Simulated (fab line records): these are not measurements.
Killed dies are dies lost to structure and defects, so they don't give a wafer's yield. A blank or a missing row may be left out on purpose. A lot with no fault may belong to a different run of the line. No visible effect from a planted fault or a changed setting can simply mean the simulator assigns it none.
The tool behind it: which one? || flow berkeley-cmos170 || 14 lots, 42 wafers sampled, at 3 steps of a route of 331

WHAT THE GAUGES READ, wafer by wafer
UCB170_NWELL_THK_MEAS_02.
{"lot": "L190", "measured": "day 2 06:51", "on": "film-metro-03", "NWELL_OXIDE_THK (nm)": "26.7 27.1 27.1"}
{"lot": "L193", "measured": "day 2 20:39", "on": "film-metro-04", "NWELL_OXIDE_THK (nm)": "26.3 26.9 26.3"}
{"lot": "L194", "measured": "day 2 20:40", "on": "film-metro-03", "NWELL_OXIDE_THK (nm)": "26.9 26.8 26.9"}
{"lot": "L195", "measured": "day 3 13:58", "on": "film-metro-03", "NWELL_OXIDE_THK (nm)": "26.7 26.3 26.6"}
{"lot": "L197", "measured": "day 3 21:18", "on": "film-metro-03", "NWELL_OXIDE_THK (nm)": "26.7 26.1 26.5"}
{"lot": "L198", "measured": "day 3 21:19", "on": "film-metro-02", "NWELL_OXIDE_THK (nm)": "25.5 26.1 25.9"}
{"lot": "L204", "measured": "day 5 02:19", "on": "film-metro-03", "NWELL_OXIDE_THK (nm)": "26.7 26.3 27.6"}
{"lot": "L206", "measured": "day 5 12:35", "on": "film-metro-03", "NWELL_OXIDE_THK (nm)": "25.8 26.1 25.7"}
{"lot": "L207", "measured": "day 6 00:50", "on": "film-metro-04", "NWELL_OXIDE_THK (nm)": "27.2 26.3 27.0"}
{"lot": "L208", "measured": "day 6 00:50", "on": "film-metro-02", "NWELL_OXIDE_THK (nm)": "26.9 26.5 27.1"}
{"lot": "L209", "measured": "day 6 09:05", "on": "film-metro-04", "NWELL_OXIDE_THK (nm)": "26.1 26.1 26.5"}
{"lot": "L210", "measured": "day 6 09:05", "on": "film-metro-03", "NWELL_OXIDE_THK (nm)": "26.3 25.7 26.2"}
{"lot": "L211", "measured": "day 6 16:11", "on": "film-metro-03", "NWELL_OXIDE_THK (nm)": "26.1 26.5 26.6"}
{"lot": "L213", "measured": "day 6 22:29", "on": "film-metro-04", "NWELL_OXIDE_THK (nm)": "27.2 27.4 27.2"}

UCB170_WELLDRIVE_THK_MEAS_02.
{"lot": "L190", "measured": "day 4 00:54", "on": "film-metro-01", "WELLDRIVE_OXIDE_THK (nm)": "204 201 200"}
{"lot": "L193", "measured": "day 4 15:16", "on": "film-metro-04", "WELLDRIVE_OXIDE_THK (nm)": "205 202 204"}
{"lot": "L194", "measured": "day 4 15:16", "on": "film-metro-03", "WELLDRIVE_OXIDE_THK (nm)": "202 200 199"}
{"lot": "L195", "measured": "day 5 14:11", "on": "film-metro-04", "WELLDRIVE_OXIDE_THK (nm)": "199 199 199"}
{"lot": "L197", "measured": "day 5 21:29", "on": "film-metro-01", "WELLDRIVE_OXIDE_THK (nm)": "254 257 253"}
{"lot": "L198", "measured": "day 5 21:31", "on": "film-metro-04", "WELLDRIVE_OXIDE_THK (nm)": "254 250 255"}
{"lot": "L204", "measured": "day 7 08:55", "on": "film-metro-01", "WELLDRIVE_OXIDE_THK (nm)": "200 201 199"}
{"lot": "L206", "measured": "day 7 08:55", "on": "film-metro-04", "WELLDRIVE_OXIDE_THK (nm)": "200 193 198"}
{"lot": "L207", "measured": "day 7 22:22", "on": "film-metro-04", "WELLDRIVE_OXIDE_THK (nm)": "205 202 201"}
{"lot": "L208", "measured": "day 7 22:22", "on": "film-metro-03", "WELLDRIVE_OXIDE_THK (nm)": "213 208 209"}
{"lot": "L209", "measured": "day 8 05:45", "on": "film-metro-03", "WELLDRIVE_OXIDE_THK (nm)": "206 199 204"}
{"lot": "L210", "measured": "day 8 05:41", "on": "film-metro-03", "WELLDRIVE_OXIDE_THK (nm)": "205 207 204"}
{"lot": "L211", "measured": "day 8 05:41", "on": "film-metro-01", "WELLDRIVE_OXIDE_THK (nm)": "203 201 200"}
{"lot": "L213", "measured": "day 8 16:28", "on": "film-metro-04", "WELLDRIVE_OXIDE_THK (nm)": "190 192 189"}

TOOL THAT RAN EACH LOT (tool first, then ch and the chambers of the sampled wafers, then the start)
{"lot": "L190", "UCB170_WELLDRIVE_OXIDATION_01": "furnace-02 ch 0, day 3 21:20"}
{"lot": "L193", "UCB170_WELLDRIVE_OXIDATION_01": "furnace-02 ch 0, day 4 11:46"}
{"lot": "L194", "UCB170_WELLDRIVE_OXIDATION_01": "furnace-02 ch 0, day 4 11:46"}
{"lot": "L195", "UCB170_WELLDRIVE_OXIDATION_01": "furnace-02 ch 0, day 5 10:40"}
{"lot": "L197", "UCB170_WELLDRIVE_OXIDATION_01": "furnace-02 ch 0, day 5 17:59"}
{"lot": "L198", "UCB170_WELLDRIVE_OXIDATION_01": "furnace-02 ch 0, day 5 17:59"}
{"lot": "L204", "UCB170_WELLDRIVE_OXIDATION_01": "furnace-04 ch 0, day 7 05:25"}
{"lot": "L206", "UCB170_WELLDRIVE_OXIDATION_01": "furnace-04 ch 0, day 7 05:25"}
{"lot": "L207", "UCB170_WELLDRIVE_OXIDATION_01": "furnace-04 ch 0, day 7 18:52"}
{"lot": "L208", "UCB170_WELLDRIVE_OXIDATION_01": "furnace-04 ch 0, day 7 18:52"}
{"lot": "L209", "UCB170_WELLDRIVE_OXIDATION_01": "furnace-04 ch 0, day 8 02:11"}
{"lot": "L210", "UCB170_WELLDRIVE_OXIDATION_01": "furnace-04 ch 0, day 8 02:11"}
{"lot": "L211", "UCB170_WELLDRIVE_OXIDATION_01": "furnace-04 ch 0, day 8 02:11"}
{"lot": "L213", "UCB170_WELLDRIVE_OXIDATION_01": "furnace-01 ch 0, day 8 12:57"}
- UCB170_WELLDRIVE_OXIDATION_01: target thk 199 nm, ox time 9000 s.

AS READ BY THE TOOLS THEMSELVES (means over the sampled wafers that have a number; for cases with no such wafer, the mark the record gives instead)
UCB170_WELLDRIVE_OXIDATION_01.
{"lot": "L190", "tool": "furnace-02", "ox-temp-c (C)": 1100.5, "spike-tc-load-C (C)": 1129.7, "zone-power-load-pct (%)": 48.5}
{"lot": "L193", "tool": "furnace-02", "ox-temp-c (C)": 1100.1, "spike-tc-load-C (C)": 1129.9, "zone-power-load-pct (%)": 48.4}
{"lot": "L194", "tool": "furnace-02", "ox-temp-c (C)": 1099.6, "spike-tc-load-C (C)": 1129.3, "zone-power-load-pct (%)": 48.5}
{"lot": "L195", "tool": "furnace-02", "ox-temp-c (C)": 1100.0, "spike-tc-load-C (C)": 1130.0, "zone-power-load-pct (%)": 48.5}
{"lot": "L197", "tool": "furnace-02", "ox-temp-c (C)": 1100.4, "spike-tc-load-C (C)": 1131.1, "zone-power-load-pct (%)": 48.7}
{"lot": "L198", "tool": "furnace-02", "ox-temp-c (C)": 1100.1, "spike-tc-load-C (C)": 1131.4, "zone-power-load-pct (%)": 48.4}
{"lot": "L204", "tool": "furnace-04", "ox-temp-c (C)": 1100.3, "spike-tc-load-C (C)": 1132.7, "zone-power-load-pct (%)": 46.3}
{"lot": "L206", "tool": "furnace-04", "ox-temp-c (C)": 1099.8, "spike-tc-load-C (C)": 1133.4, "zone-power-load-pct (%)": 46.3}
{"lot": "L207", "tool": "furnace-04", "ox-temp-c (C)": 1100.4, "spike-tc-load-C (C)": 1132.7, "zone-power-load-pct (%)": 46.4}
{"lot": "L208", "tool": "furnace-04", "ox-temp-c (C)": 1100.0, "spike-tc-load-C (C)": 1132.6, "zone-power-load-pct (%)": 46.7}
{"lot": "L209", "tool": "furnace-04", "ox-temp-c (C)": 1100.3, "spike-tc-load-C (C)": 1133.7, "zone-power-load-pct (%)": 47.4}
{"lot": "L210", "tool": "furnace-04", "ox-temp-c (C)": 1100.5, "spike-tc-load-C (C)": 1132.8, "zone-power-load-pct (%)": 46.5}
{"lot": "L211", "tool": "furnace-04", "ox-temp-c (C)": 1099.8, "spike-tc-load-C (C)": 1132.9, "zone-power-load-pct (%)": 46.3}
{"lot": "L213", "tool": "furnace-01", "ox-temp-c (C)": 1100.4, "spike-tc-load-C (C)": 1124.3, "zone-power-load-pct (%)": 45.4}

THE ANSWER, worked out from the rows above alone
Rule: usual is defined by the lots themselves. The widest of any qualifying gaps counts: lots, ordered by their means at a reading, are off when they make up no more than a third of the lots, leave a main group of 4 or more, and stand apart from it by 3 or more times the standard deviation of that group's means. If all means in a main group match to the digits the tables above print for the reading, that group is not used. Also off: a lot with no number at a reading for which 4 or more lots have one. Where the step has rows for the other lots, those lots are counted as sound. The gauges are gone through in route order, then the tools' own readings, and for those a lot's mean is taken as printed above. At the first step where some lot is off, the reading lying furthest off is the one used; lots without a number count as furthest.
Off: L197, L198, at UCB170_WELLDRIVE_THK_MEAS_02 (WELLDRIVE_OXIDE_THK). For the main group the mean is 201 nm and the standard deviation 4.6.
A tool fits if, at a process step before that reading, it ran every lot that is off, and no sound lot after the first of them. The gauges at UCB170_WELLDRIVE_THK_MEAS_02 are tried like those tools. One fits: UCB170_WELLDRIVE_OXIDATION_01 on furnace-02. Its last sound lot is L195 (day 5 10:40), its first lot that is off L197 (day 5 17:59): a fault that began between those two fits.

WHAT THE SIMULATOR HAD INSERTED
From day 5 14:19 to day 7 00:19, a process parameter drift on furnace-02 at UCB170_WELLDRIVE_OXIDATION_01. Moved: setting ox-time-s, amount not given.
Struck lots among those shown: L197, L198. The rule given above showed the same thing.
